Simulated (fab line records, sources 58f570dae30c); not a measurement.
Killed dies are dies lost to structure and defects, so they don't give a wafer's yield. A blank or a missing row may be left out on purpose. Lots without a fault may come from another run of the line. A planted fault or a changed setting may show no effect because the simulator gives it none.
Chamber matching | flow berkeley_cmos170 | UCB170_CONTACT_CLEAN_07 on wet_bench-04: 4 sister chambers
The step cleans in SPM, time 600 s. 4 wafers are shown with their chamber, then 12 later ones without.

WAFERS WITH THEIR CHAMBER
wafer  | chamber | bath_heat_duty_pct (%)
L510.5 | 3       | 13.4
L515.6 | 0       | 9.2
L514.6 | 2       | 12.8
L517.3 | 1       | 16.3

WAFERS WITHOUT THEIR CHAMBER
wafer  | bath_heat_duty_pct (%)
L519.2 | 13.0
L519.3 | 14.1
L519.5 | 12.7
L520.3 | 13.2
L520.4 | 13.3
L520.5 | 14.2
L526.1 | 9.6
L526.5 | 9.4
L526.6 | 9.6
L527.1 | 13.9
L527.5 | 12.7
L527.6 | 12.1

WHICH CHAMBER EACH WENT THROUGH
wafer  | from the rows above     | in truth
L519.2 | can't be placed: 2 or 3 | 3
L519.3 | can't be placed: 3 or 2 | 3
L519.5 | can't be placed: 2 or 3 | 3
L520.3 | can't be placed: 3 or 2 | 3
L520.4 | can't be placed: 3 or 2 | 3
L520.5 | can't be placed: 3 or 2 | 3
L526.1 | 0                       | 0
L526.5 | 0                       | 0
L526.6 | 0                       | 0
L527.1 | can't be placed: 3 or 2 | 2
L527.5 | can't be placed: 2 or 3 | 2
L527.6 | can't be placed: 2 or 3 | 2
Placed correctly: 3 of 12. Can't be placed from these rows: 9 (the true chamber is among the candidates in 9). Placed wrongly: 0.
How it was worked out, from the rows above alone: a wafer's distance from a chamber is the root of the sum, over the readings, of the square of ((its reading less the chamber's mean) divided by the reading's scatter). The wafer belongs to the nearest chamber; if the next one is less than 2 further off, it can't be placed. A chamber's mean is the mean of its shown wafers. The scatter: with one shown wafer a chamber, the root of the mean of the squares of how far each hidden wafer lies from its nearest shown one.
